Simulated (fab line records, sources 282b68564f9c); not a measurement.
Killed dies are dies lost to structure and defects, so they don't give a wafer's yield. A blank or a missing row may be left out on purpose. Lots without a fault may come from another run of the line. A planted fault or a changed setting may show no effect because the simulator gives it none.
fab line records | flow rit_cmos
record lots=6 wafers=18 last_day=7
route steps=202 shown REOX@99 NLDD@103 PLDD@114 SPACER@125 NSD@131 M1@202
lots that met no fault: from a run of the same line without faults
start_h: hours from the record's first day to the start of the lot's first wafer shown | wait_h: hours since the lot's step before | " the same as in the row above | L1.1+2: a row that stands for several wafers | - no value, or no start given | * or withheld: withheld | < > ~ a bound
route shown NAME@n: a module of which the file shows steps, and the number in the route of the first | usual: mean/standard deviation of fault-free wafers | same: alike in all rows | chamber/n: place in a boat | sites: the reading at each site | _std_site: their standard deviation | _edge_site: outer sites' mean less inner sites' | radius_mm: how far each site lies from the wafer's centre | mask NAME#n: copy n | behind: the tool/chamber that last shaped the wafer | hold: why the lot was held/for how many hours/how that ended | device: the transistor (n, p or np) that didn't switch | end of line: the same wafers' tests at the end of the route | a step without rows: its recipe alone | killed: dies lost to structure and defects at the first sort, not the wafer's yield | map: a wafer's dies, x killed, . not, _ none there
set.NAME: the setting as run; set.NAME@STEP: as run at that earlier step | model.NAME: the simulator's own value behind a step, which no gauge read
lots at some steps of the route; a table a step, a row a wafer
services: from which hour (start_h, from the record's first day; less than 0 if before it) a tool's chamber was out of use, for how many hours, and why
## steps
# step RIT_REOX_CLEAN_01
# recipe chemistry=dHF dilution=50:1 time_s=30
# step RIT_REOX_CLEAN_02
# recipe chemistry=SC2 mix=3:3:50 time_s=600 temp_c=75 dry=n2_spin
# step RIT_REOX_OXIDATION_03
# recipe temp_c=900 ambient=O2 target_thk_a=252 ox_time_s=5580
# step RIT_REOX_THK_MEAS_04
# recipe reads=SiO2_of_REOX_OXIDATION_03
# usual REOX_OXIDE_THK=25.1/0.56
# columns lot.wafer tool chamber start_h wait_h REOX_OXIDE_THK[nm]
L727.2 film_metro-01 - 57.58 0.0 25.0
L727.5 " - " " 24.7
L727.6 " - " " 25.1
L738.1 film_metro-03 - 111.35 0.0 25.6
L738.4 " - " " 25.6
L738.6 " - " " 25.7
L742.2 film_metro-01 - 131.97 0.0 24.6
L742.4 " - " " 25.3
L742.6 " - " " 25.3
L744.3 film_metro-03 - 140.97 0.0 25.1
L744.4 " - " " 25.0
L744.5 " - " " 25.0
L746.1 film_metro-01 - 151.68 0.0 25.8
L746.4 " - " " 25.8
L746.6 " - " " 25.5
L747.3 film_metro-01 - 155.75 0.0 24.5
L747.5 " - " " 24.4
L747.6 " - " " 24.9
# step RIT_NLDD_HMDS_00
# recipe prime_time_s=60 prime_temp_c=140
# step RIT_NLDD_COAT_01
# recipe resist=NOVOLAK spin_rpm=3321 resist_thk_nm=1000
# step RIT_NLDD_SOFTBAKE_02
# recipe resist=NOVOLAK temp_c=90 time_s=60
# step RIT_NLDD_EXPOSE_03
# recipe mask_id=M7 na=0.57 target_cd_nm=40700 dose_mj=250
# step RIT_NLDD_PEB_04
# recipe resist=NOVOLAK temp_c=withheld time_s=withheld
# step RIT_NLDD_DEVELOP_05
# recipe resist=NOVOLAK develop_time_s=50 dev_temp_c=23
# step RIT_NLDD_OVL_MEAS_06
# usual NLDD_OVL=-0.6/1.3
# columns lot.wafer tool chamber start_h wait_h NLDD_OVL[nm]
L727.2 overlay-01 - 58.49 - -1.1
L727.5 " - " " -4.0
L727.6 " - " " -2.9
L738.1 overlay-02 - 112.39 - -1.4
L738.4 " - " " -1.7
L738.6 " - " " 0.3
L742.2 overlay-02 - 132.94 - 0.9
L742.4 " - " " 1.0
L742.6 " - " " 0.0
L744.3 overlay-02 - 142.00 - -0.2
L744.4 " - " " -1.4
L744.5 " - " " -2.7
L746.1 overlay-01 - 152.79 - -1.5
L746.4 " - " " -1.7
L746.6 " - " " -2.1
L747.3 overlay-01 - 156.66 - -0.9
L747.5 " - " " -2.9
L747.6 " - " " 0.2
# step RIT_NLDD_HARDBAKE_07
# recipe resist=NOVOLAK temp_c=140 time_s=60
# step RIT_NLDD_IMPLANT_08
# recipe species=P energy_kev=20 dose_cm2=5e+14 tilt_deg=7
# usual tilt_deg=7.000/0.02
# columns lot.wafer tool chamber start_h wait_h tilt_deg
L727.2 implanter-01 0 58.69 0.1 6.984
L727.5 " 0 " " 7.030
L727.6 " 0 " " 7.000
L738.1 implanter-03 0 112.57 0.1 6.996
L738.4 " 0 " " 7.008
L738.6 " 0 " " 7.005
L742.2 implanter-03 0 133.14 0.1 6.076
L742.4 " 0 " " 6.061
L742.6 " 0 " " 6.026
L744.3 implanter-03 0 142.31 0.1 6.057
L744.4 " 0 " " 6.050
L744.5 " 0 " " 6.042
L746.1 implanter-04 0 152.97 0.1 7.001
L746.4 " 0 " " 6.991
L746.6 " 0 " " 6.990
L747.3 implanter-04 0 156.88 0.1 7.008
L747.5 " 0 " " 6.994
L747.6 " 0 " " 6.983
# step RIT_NLDD_STRIP_09
# recipe chemistry=O2 time_s=180 resist=NOVOLAK platen_temp_c=withheld power_w=500 pressure_mtorr=4000 o2_flow_sccm=4000
# usual drypump_motor_current_A=5.3/0.44 o2_flow_sccm=3999/11
# columns lot.wafer tool chamber start_h wait_h drypump_motor_current_A o2_flow_sccm rf_hours_counter_h
L727.2 plasma_asher-03 1 58.82 0.1 4.9 3987 43
L727.5 " 0 " " 5.7 4006 -
L727.6 " 1 " " 4.9 3999 -
L738.1 plasma_asher-03 0 112.72 0.1 5.7 4003 49
L738.4 " 0 " " 5.7 3999 -
L738.6 " 0 " " 5.7 3986 -
L742.2 plasma_asher-03 1 133.27 0.1 4.9 3995 51
L742.4 " 1 " " 4.9 3995 -
L742.6 " 1 " " 4.9 3994 -
L744.3 plasma_asher-03 0 142.46 0.1 5.7 4006 -
L744.4 " 1 " " 4.9 4022 -
L744.5 " 1 " " 4.9 4014 -
L746.1 plasma_asher-03 1 153.12 0.1 4.9 3996 54
L746.4 " 0 " " 5.7 3975 -
L746.6 " 0 " " 5.7 3984 -
L747.3 plasma_asher-01 1 157.04 0.1 4.8 3976 -
L747.5 " 0 " " 5.4 3987 -
L747.6 " 1 " " 4.8 3988 -
# step RIT_NLDD_TW_MEAS_10
# usual NLDD_TW=2486/16
# columns lot.wafer tool chamber start_h wait_h NLDD_TW
L727.2 film_metro-04 - 59.00 0.1 2508
L727.5 " - " " 2507
L727.6 " - " " 2506
L738.1 film_metro-04 - 112.90 0.1 2482
L738.4 " - " " 2480
L738.6 " - " " 2477
L742.2 film_metro-01 - 133.45 0.1 2484
L742.4 " - " " 2485
L742.6 " - " " 2478
L744.3 film_metro-02 - 142.60 0.1 2469
L744.4 " - " " 2464
L744.5 " - " " 2471
L746.1 film_metro-02 - 153.30 0.1 2468
L746.4 " - " " 2469
L746.6 " - " " 2468
L747.3 film_metro-04 - 157.18 0.1 2492
L747.5 " - " " 2505
L747.6 " - " " 2512
# step RIT_PLDD_HMDS_00
# recipe prime_time_s=60 prime_temp_c=140
# step RIT_PLDD_COAT_01
# recipe resist=NOVOLAK spin_rpm=3250 resist_thk_nm=1000
# step RIT_PLDD_SOFTBAKE_02
# recipe resist=NOVOLAK temp_c=90 time_s=60
# step RIT_PLDD_EXPOSE_03
# recipe mask_id=M8 na=0.57 target_cd_nm=40900 dose_mj=250
# step RIT_PLDD_PEB_04
# recipe resist=NOVOLAK temp_c=withheld time_s=withheld
# step RIT_PLDD_DEVELOP_05
# recipe resist=NOVOLAK develop_time_s=50 dev_temp_c=23.99
# step RIT_PLDD_OVL_MEAS_06
# usual PLDD_OVL=0.3/1.5
# columns lot.wafer tool chamber start_h wait_h PLDD_OVL[nm]
L727.2 overlay-01 - 59.91 - -0.7
L727.5 " - " " -1.0
L727.6 " - " " 0.1
L738.1 overlay-01 - 113.93 - 1.0
L738.4 " - " " 0.1
L738.6 " - " " 1.3
L742.2 overlay-01 - 134.36 - -1.2
L742.4 " - " " -0.5
L742.6 " - " " 0.8
L744.3 overlay-01 - 143.50 - 0.9
L744.4 " - " " 0.3
L744.5 " - " " 0.0
L746.1 overlay-01 - 154.33 - 2.2
L746.4 " - " " 2.4
L746.6 " - " " 1.1
L747.3 overlay-01 - 158.20 - 1.3
L747.5 " - " " 0.8
L747.6 " - " " 1.4
# step RIT_PLDD_HARDBAKE_07
# recipe resist=NOVOLAK temp_c=140 time_s=60
# step RIT_PLDD_IMPLANT_08
# recipe species=BF2 energy_kev=20.19 dose_cm2=9e+14 tilt_deg=7
# step RIT_PLDD_STRIP_09
# recipe chemistry=O2 time_s=180 resist=NOVOLAK platen_temp_c=withheld power_w=500 pressure_mtorr=4000 o2_flow_sccm=4000
# usual drypump_motor_current_A=5.6/0.56 o2_flow_sccm=3999/12
# columns lot.wafer tool chamber start_h wait_h drypump_motor_current_A o2_flow_sccm rf_hours_counter_h
L727.2 plasma_asher-03 1 60.24 0.1 5.0 4020 43
L727.5 " 1 " " 5.0 4034 -
L727.6 " 0 " " 5.7 3995 -
L738.1 plasma_asher-03 0 114.27 0.1 5.7 3987 49
L738.4 " 0 " " 5.7 3995 -
L738.6 " 0 " " 5.7 3996 -
L742.2 plasma_asher-02 0 134.72 0.1 6.0 4007 35
L742.4 " 1 " " 6.5 3996 -
L742.6 " 1 " " 6.5 3986 -
L744.3 plasma_asher-04 0 143.89 0.1 6.1 3969 -
L744.4 " 1 " " 5.0 4011 -
L744.5 " 1 " " 5.0 3990 -
L746.1 plasma_asher-04 1 154.67 0.1 5.0 3995 53
L746.4 " 1 " " 5.0 4014 -
L746.6 " 1 " " 5.0 4004 -
L747.3 plasma_asher-03 0 158.58 0.1 5.7 3999 -
L747.5 " 0 " " 5.7 4006 -
L747.6 " 1 " " 4.9 3995 -
# step RIT_PLDD_TW_MEAS_10
# usual PLDD_TW=2346/12
# columns lot.wafer tool chamber start_h wait_h PLDD_TW
L727.2 film_metro-04 - 60.42 0.1 2367
L727.5 " - " " 2364
L727.6 " - " " 2362
L738.1 film_metro-01 - 114.44 0.1 2350
L738.4 " - " " 2341
L738.6 " - " " 2352
L742.2 film_metro-01 - 134.90 0.1 2351
L742.4 " - " " 2340
L742.6 " - " " 2353
L744.3 film_metro-01 - 144.02 0.1 2341
L744.4 " - " " 2356
L744.5 " - " " 2359
L746.1 film_metro-02 - 154.84 0.1 2325
L746.4 " - " " 2338
L746.6 " - " " 2336
L747.3 film_metro-01 - 158.72 0.1 2346
L747.5 " - " " 2357
L747.6 " - " " 2368
# step RIT_SPACER_CLEAN_00
# recipe chemistry=SC1 mix=3:3:50 time_s=600 temp_c=75
# step RIT_SPACER_CLEAN_01
# recipe chemistry=dHF dilution=50:1 time_s=30
# step RIT_SPACER_CLEAN_02
# recipe chemistry=SC2 mix=3:3:50 time_s=600 temp_c=75 dry=n2_spin
# step RIT_SPACER_CVD_03
# recipe material=Si3N4 target_thk_nm=250 temp_c=810 precursor=SiH2Cl2/NH3 time_s=3300 pressure_mtorr=300 sih2cl2_flow_sccm=60 nh3_flow_sccm=150
# step RIT_SPACER_THK_MEAS_04
# recipe reads=Si3N4_of_SPACER_CVD_03
# usual SPACER_NITRIDE_THK=250.4/2.2
# columns lot.wafer tool chamber start_h wait_h SPACER_NITRIDE_THK[nm]
L727.2 film_metro-03 - 62.77 0.0 251.2
L727.5 " - " " 250.2
L727.6 " - " " 252.3
L738.1 film_metro-01 - 117.74 0.0 251.3
L738.4 " - " " 250.0
L738.6 " - " " 250.2
L742.2 film_metro-04 - 137.25 0.0 249.8
L742.4 " - " " 251.9
L742.6 " - " " 252.5
L744.3 film_metro-04 - 146.37 0.0 251.1
L744.4 " - " " 253.0
L744.5 " - " " 250.1
L746.1 film_metro-03 - 157.20 0.0 248.2
L746.4 " - " " 248.6
L746.6 " - " " 248.2
L747.3 film_metro-04 - 161.06 0.0 247.9
L747.5 " - " " 248.3
L747.6 " - " " 248.6
# step RIT_SPACER_ETCHBACK_05
# recipe target_depth_a=2500 SF6_flow_sccm=30 CHF3_flow_sccm=30 target=Si3N4 chemistry=SF6/CHF3 pressure_mtorr=40 rf_w=250 time_s=240 stop_on=SiO2
# usual drypump_motor_current_A=5.9/0.42 oes_product_au=0.841/0.015 throttle_valve_pct=10.21/0.13
# columns lot.wafer tool chamber start_h wait_h drypump_motor_current_A oes_product_au rf_hours_counter_h throttle_valve_pct
L727.2 rie_diel-04 2 62.82 0.0 5.5 0.846 148 10.11
L727.5 " 2 " " 5.5 0.847 - 10.13
L727.6 " 3 " " 6.3 0.842 - 10.15
L738.1 rie_diel-04 1 117.80 0.1 6.8 0.828 153 9.98
L738.4 " 0 " " 5.4 0.841 97 10.28
L738.6 " 2 " " 5.5 0.857 - 10.10
L742.2 rie_diel-02 2 137.30 0.0 6.0 0.846 144 10.23
L742.4 " 1 " " 5.8 0.826 - 10.35
L742.6 " 3 " " 6.0 0.857 - 10.22
L744.3 rie_diel-04 0 146.41 0.0 5.4 0.845 98 10.28
L744.4 " 0 " " 5.4 0.849 - 10.27
L744.5 " 3 " " 6.3 0.832 - 10.16
L746.1 rie_diel-03 2 157.26 0.1 5.5 0.858 3 10.41
L746.4 " 1 " " 6.3 0.853 93 10.20
L746.6 " 1 " " 6.3 0.861 - 10.19
L747.3 rie_diel-04 1 161.10 0.0 6.8 0.831 0 9.98
L747.5 " 3 " " 6.3 0.822 - 10.16
L747.6 " 1 " " 6.8 0.839 - 9.98
# step RIT_NSD_HMDS_00
# recipe prime_time_s=60 prime_temp_c=140
# step RIT_NSD_COAT_01
# recipe resist=NOVOLAK spin_rpm=3250 resist_thk_nm=1000
# step RIT_NSD_SOFTBAKE_02
# recipe resist=NOVOLAK temp_c=90 time_s=60
# step RIT_NSD_EXPOSE_03
# recipe mask_id=M9 na=0.57 target_cd_nm=40700 dose_mj=250
# step RIT_NSD_PEB_04
# recipe resist=NOVOLAK temp_c=withheld time_s=withheld
# step RIT_NSD_DEVELOP_05
# recipe resist=NOVOLAK develop_time_s=50 dev_temp_c=23
# step RIT_NSD_OVL_MEAS_06
# usual NSD_OVL=0.2/1.3
# columns lot.wafer tool chamber start_h wait_h NSD_OVL[nm]
L727.2 overlay-02 - 63.82 - -2.1
L727.5 " - " " 0.8
L727.6 " - " " -0.5
L738.1 overlay-02 - 118.93 - 2.4
L738.4 " - " " 0.8
L738.6 " - " " 1.5
L742.2 overlay-02 - 138.30 - -1.6
L742.4 " - " " -1.0
L742.6 " - " " 0.2
L744.3 overlay-01 - 147.42 - 0.2
L744.4 " - " " -1.5
L744.5 " - " " -0.9
L746.1 overlay-02 - 158.26 - 0.1
L746.4 " - " " 2.2
L746.6 " - " " 1.3
L747.3 overlay-02 - 162.12 - 0.7
L747.5 " - " " 2.0
L747.6 " - " " 1.0
# step RIT_NSD_HARDBAKE_07
# recipe resist=NOVOLAK temp_c=140 time_s=60
# step RIT_NSD_IMPLANT_08
# recipe species=P energy_kev=25 dose_cm2=9.916e+14 tilt_deg=7
# step RIT_NSD_STRIP_09
# recipe chemistry=O2 time_s=180 resist=NOVOLAK platen_temp_c=withheld power_w=500 pressure_mtorr=4000 o2_flow_sccm=4000
# usual drypump_motor_current_A=5.7/0.61 o2_flow_sccm=3999/12
# columns lot.wafer tool chamber start_h wait_h drypump_motor_current_A o2_flow_sccm rf_hours_counter_h
L727.2 plasma_asher-02 1 64.15 0.1 6.5 4011 26
L727.5 " 1 " " 6.5 3997 -
L727.6 " 0 " " 6.0 4000 -
L738.1 plasma_asher-02 0 119.27 0.1 6.0 3989 33
L738.4 " 0 " " 6.0 4010 -
L738.6 " 1 " " 6.5 3993 -
L742.2 plasma_asher-02 1 138.63 0.1 6.5 3986 35
L742.4 " 0 " " 6.0 3973 -
L742.6 " 0 " " 6.0 3993 -
L744.3 plasma_asher-03 1 147.80 0.1 4.9 4008 -
L744.4 " 0 " " 5.7 4022 -
L744.5 " 1 " " 4.9 3999 -
L746.1 plasma_asher-01 1 158.60 0.1 4.8 3999 3
L746.4 " 1 " " 4.8 3989 -
L746.6 " 0 " " 5.4 3988 -
L747.3 plasma_asher-02 1 162.50 0.1 6.5 3988 -
L747.5 " 1 " " 6.5 4000 -
L747.6 " 0 " " 6.0 4015 -
# step RIT_SDANNEAL_RS_MEAS_07
# recipe thk_meas_gauge=four-point-probe
# usual NLDD_RS=151.5/0.48
# columns lot.wafer tool chamber start_h wait_h NLDD_RS[ohm/sq]
L727.2 film_metro-01 - 66.61 0.1 150.7
L727.5 " - " " 151.1
L727.6 " - " " 151.0
L738.1 film_metro-04 - 121.85 0.1 151.9
L738.4 " - " " 152.1
L738.6 " - " " 152.0
L742.2 film_metro-01 - 141.22 0.1 -
L742.4 " - " " -
L742.6 " - " " -
L744.3 film_metro-02 - 150.22 0.1 -
L744.4 " - " " -
L744.5 " - " " -
L746.1 film_metro-01 - 161.30 0.1 151.2
L746.4 " - " " 151.4
L746.6 " - " " 151.0
L747.3 film_metro-01 - 164.92 0.1 151.0
L747.5 " - " " 151.4
L747.6 " - " " 151.0
# step RIT_M1_PROBE_99
# usual killed_at_contacts=0.1/0.27 killed_at_front_end=7/3 killed_dies=7.0/3 killed_open=3.5/2.1 killed_short=3.4/1.9
# same gross_dies=264 killed_at_M0_to_M3=0 killed_at_M4_up=0 killed_at_back_side=0 killed_at_other=0
# columns lot.wafer tool chamber start_h wait_h killed_at_contacts killed_at_front_end killed_dies killed_open killed_short model.etest.nmos_turned.drive_ua_um model.etest.nmos_0p15.overlap_ff_um
L727.2 prober-02 - 73.78 0.1 0 11 11 4 7 326.6 0.2442
L727.5 prober-02 - 73.93 0.2 1 4 5 2 3 332 0.2474
L727.6 prober-02 - 73.98 0.2 0 7 7 3 4 318.5 0.2426
L738.1 prober-01 - 129.04 0.1 0 7 7 4 3 310.3 0.2384
L738.4 prober-01 - 129.19 0.2 0 8 8 6 2 314.6 0.2379
L738.6 prober-01 - 129.29 0.2 1 6 7 3 4 307.3 0.2383
L742.2 prober-01 - 148.37 0.1 0 4 4 1 3 389.5 0.2689
L742.4 prober-01 - 148.47 0.2 0 5 5 3 2 381.8 0.2621
L742.6 prober-01 - 148.57 0.2 0 3 3 1 2 383.5 0.2653
L744.3 prober-01 - 157.70 0.2 0 8 8 5 3 399.6 0.2668
L744.4 prober-01 - 157.75 0.2 0 7 7 5 2 405.1 0.2689
L744.5 prober-01 - 157.80 0.2 0 3 3 2 1 401.2 0.2669
L746.1 prober-01 - 168.42 0.1 0 6 6 1 5 301.8 0.2372
L746.4 prober-01 - 168.57 0.2 1 3 4 2 2 302.9 0.236
L746.6 prober-01 - 168.67 0.2 0 5 5 1 4 310 0.2424
L747.3 prober-02 - 171.87 0.2 0 9 9 4 5 321.2 0.2461
L747.5 prober-02 - 171.97 0.2 0 1 1 0 1 325.7 0.2484
L747.6 prober-02 - 172.02 0.2 0 3 3 1 2 318.4 0.2438
# killed by level:class
L727.2 GATE:geometric_particle:short=4 REOX:geometric_particle:short=2 FOX1:geometric_particle:short=1 FOX1:geometric_particle:open=1 FOX2:geometric_particle:open=1 GATE:geometric_particle:open=1 SILICIDE:geometric_particle:open=1
L727.5 FOX1:geometric_particle:short=2 GATE:geometric_particle:open=1 SPACER:geometric_particle:short=1 CONTACT:geometric_particle:open=1
L727.6 SPACER:geometric_particle:short=2 FOX2:geometric_particle:short=1 GATE:geometric_particle:short=1 GATE:geometric_particle:open=1 SPACER:geometric_particle:open=1 SILICIDE:geometric_particle:open=1
L738.1 FOX1:geometric_particle:short=2 FOX2:geometric_particle:open=2 FOX2:geometric_particle:short=1 GATE:geometric_particle:open=1 REOX:geometric_particle:open=1
L738.4 FOX2:geometric_particle:open=2 GATE:geometric_particle:open=2 REOX:geometric_particle:open=2 SPACER:geometric_particle:short=1 SILICIDE:geometric_particle:short=1
L738.6 FOX1:geometric_particle:short=1 GATE:geometric_particle:open=1 GATE:geometric_particle:short=1 SPACER:geometric_particle:short=1 SILICIDE:geometric_particle:open=1 SILICIDE:geometric_particle:short=1 CONTACT:geometric_particle:open=1
L742.2 REOX:geometric_particle:short=2 REOX:geometric_particle:open=1 SPACER:geometric_particle:short=1
L742.4 SILICIDE:geometric_particle:open=2 GATE:geometric_particle:short=1 REOX:geometric_particle:open=1 REOX:geometric_particle:short=1
L742.6 FOX1:geometric_particle:short=1 FOX2:geometric_particle:short=1 GATE:geometric_particle:open=1
L744.3 GATE:geometric_particle:short=2 GATE:geometric_particle:open=2 FOX1:geometric_particle:open=1 SPACER:geometric_particle:short=1 SPACER:geometric_particle:open=1 SILICIDE:geometric_particle:open=1
L744.4 GATE:geometric_particle:open=3 FOX2:geometric_particle:open=1 GATE:geometric_particle:short=1 SPACER:geometric_particle:short=1 SILICIDE:geometric_particle:open=1
L744.5 GATE:geometric_particle:open=1 GATE:geometric_particle:short=1 SILICIDE:geometric_particle:open=1
L746.1 FOX1:geometric_particle:short=2 FOX2:geometric_particle:open=1 FOX2:geometric_particle:short=1 GATE:geometric_particle:short=1 SILICIDE:geometric_particle:short=1
L746.4 GATE:geometric_particle:short=1 SPACER:geometric_particle:open=1 SILICIDE:geometric_particle:open=1 CONTACT:geometric_particle:short=1
L746.6 SILICIDE:geometric_particle:short=3 GATE:geometric_particle:short=1 GATE:geometric_particle:open=1
L747.3 GATE:geometric_particle:short=5 FOX1:geometric_particle:open=1 GATE:geometric_particle:open=1 REOX:geometric_particle:open=1 SPACER:geometric_particle:open=1
L747.5 GATE:geometric_particle:short=1
L747.6 GATE:geometric_particle:short=2 SPACER:geometric_particle:open=1
## services
# columns tool chamber start_h hours kind
rie_diel-04 - 38.59 0.4 repair
rie_diel-02 1 44.88 4.7 repair
implanter-01 - 53.72 1.8 repair
implanter-04 - 54.87 3.8 pm
plasma_asher-03 - 63.43 0.4 repair
rie_diel-02 1 66.11 4.4 repair
rie_diel-04 2 71.65 5.1 repair
rie_diel-02 3 77.78 5.2 repair
implanter-03 - 84.04 0.6 repair
rie_diel-04 3 86.38 5.6 repair
implanter-03 - 94.10 1.7 repair
rie_diel-03 0 98.53 4.7 repair
plasma_asher-01 - 108.87 9.0 pm
rie_diel-04 3 109.74 5.1 repair
plasma_asher-01 - 117.87 2.8 pm
plasma_asher-01 - 120.62 14.6 pm
implanter-04 - 121.91 3.4 repair
rie_diel-02 0 130.28 9.4 repair
rie_diel-02 - 132.17 2.4 repair
rie_diel-04 1 133.55 - clean
rie_diel-04 1 133.55 14.6 scheduled_down
rie_diel-04 1 133.55 14.6 vent_cycle
rie_diel-02 3 159.53 3.1 repair
rie_diel-03 3 160.28 7.0 repair
## key
first_sign step=RIT_NLDD_IMPLANT_08 reading=tilt_deg direction=down sigmas=47 usual=7.000 struck=6.052
effect step=RIT_SDANNEAL_RS_MEAS_07 reading=NLDD_RS direction=missing
model_effect step=RIT_M1_PROBE_99 value=etest.nmos_turned.drive_ua_um without=344 struck=393.5
met_at RIT_NLDD_IMPLANT_08
struck_wafers L742.2,L742.4,L742.6,L744.3,L744.4,L744.5
tester_left_out L742,L744
onset_between 112.57 133.14
fault kind=process_parameter_drift tool=implanter-03 chamber=- onset_h=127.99 steps=RIT_NLDD_IMPLANT_08 channel=tilt_deg offset=-0.93529 shape=step end_h=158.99 acts_in=these_recipes_only stated=7
# tester_left_out: of these lots the tester's yield and bins aren't shown, on N5 and GAA mostly nor the transistor test; their killed dies are dies lost to structure and defects alone, not to doping, threshold or leakage, so they don't give the yield
